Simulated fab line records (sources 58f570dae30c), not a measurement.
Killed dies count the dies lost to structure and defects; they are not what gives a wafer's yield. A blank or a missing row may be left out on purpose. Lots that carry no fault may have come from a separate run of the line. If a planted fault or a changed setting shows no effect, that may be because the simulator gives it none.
A lot that was struck, set against a sound lot | flow berkeley-cmos170 | 15 steps out of a route of 331
Sound: these wafers, L576.4, L576.5, L576.6. Wafers struck: L585.2, L585.4, L585.5. The cause comes at the end.
At each step with rows: each side's tool, then ch and its chambers, then its first start. Under that, the readings that differ: sound wafers | struck wafers | difference of the means | sigmas: that difference in standard deviations of wafers without a fault.
alike: readings with means less than 2 such deviations apart, plus words and numbers identical on both sides. not compared: withheld readings, readings lacking a value on some wafer, bounds such as >300 that could conceal the same value, and numbers that have no deviation in the record and whose values overlap.
Wherever a step has rows on one side only, a row that says differs or no value, or a row with sigmas, the two part there. Numbers that don't overlap but have no deviation are shown without sigmas and don't part them. A reading missing from all wafers of one side parts the sides only when that side holds two or more wafers.

first, 6 steps without rows for these wafers: UCB170_NWELL_HMDS_06 (prime time 60 s); UCB170_NWELL_COAT_07 (resist thk 900 nm); UCB170_NWELL_SOFTBAKE_08 (time 60 s); UCB170_NWELL_EXPOSE_09 (exposes mask NWELL, target cd 3000 nm); UCB170_NWELL_PEB_10; UCB170_NWELL_DEVELOP_11 (develop time 45 s).
UCB170_NWELL_OVL_MEAS_12:
  struck on overlay-01, day 4 11:27; sound on overlay-01, day 2 12:41
  alike: NWELL_OVL
UCB170_NWELL_ETCH_13: etches Si3N4 in CH3F/Ar/O2, stops on SiO2, target depth 246.4 nm, time 154 s.
  sound on rie-diel-03 ch 0,1,3, day 2 12:41; struck on rie-diel-04 ch 1,3, day 4 11:29
  alike: CH3F_flow_sccm, O2_flow_sccm, drypump-motor-current-A, oes-product-au, throttle-valve-pct
  not compared: rf-hours-counter-h
following that, these wafers have no rows for 1 step: UCB170_NWELL_IMPLANT_14.
UCB170_NWELL_STRIP_15: strips in O2.
  sound on plasma-asher-04 ch 0,1, day 2 12:59; struck on plasma-asher-01 ch 0, day 4 11:44
  alike: drypump-motor-current-A, oes-product-au, strip-time-to-endpoint-s
  not compared: rf-hours-counter-h
UCB170_NWELL_TW_MEAS_16:
  struck on film-metro-04, day 4 11:50; sound on film-metro-01, day 2 13:05
  reading  | sound          | struck         | difference | sigmas
  NWELL_TW | 1239 1246 1237 | 1262 1259 1258 | +19        | +2
then, 1 step without rows for these wafers: UCB170_NWELL_CLEAN_17 (cleans in SPM, time 600 s).
UCB170_NWELL_WET_ETCH_18: etches Si3N4 in H3PO4, time 14400 s.
  sound on wet-bench-01 ch 0, day 2 13:18; struck on wet-bench-01 ch 3, day 4 12:04
  no value came back on the struck wafers for bath-guard-temp-C (C), bath-heat-duty-pct (%), time-s (s); on the sound wafers bath-guard-temp-C (C) reads 160.1 160.2 160.3
  reading                                      | sound | struck            | difference | sigmas
  model.Si3N4_of_NWELL_CVD_04.thk-nm (nm)      | 0 0 0 | 227.5 226.6 226   | +226.7     |
  model.SiO2_of_NWELL_OXIDATION_01.thk-nm (nm) | 0 0 0 | 27.17 26.78 27.16 | +27.04     |
then, 1 step without rows for these wafers: UCB170_NWELL_WET_ETCH_19 (etches SiO2 in BOE, time 22 s).
-- the record jumps here: 8 days lie between the struck wafers' starts before and after (it left off in module NWELL and takes up again in module M3, whose first step shown is number 331 of the route) --
UCB170_M3_PROBE_99:
  rows exist in the record for the struck wafers here (prober-02, day 12 13:01), but not for the sound ones

WHERE THEY PART
At UCB170_NWELL_TW_MEAS_16 first; at UCB170_M3_PROBE_99 last (within this record only).

WHY: whatever the simulator had introduced
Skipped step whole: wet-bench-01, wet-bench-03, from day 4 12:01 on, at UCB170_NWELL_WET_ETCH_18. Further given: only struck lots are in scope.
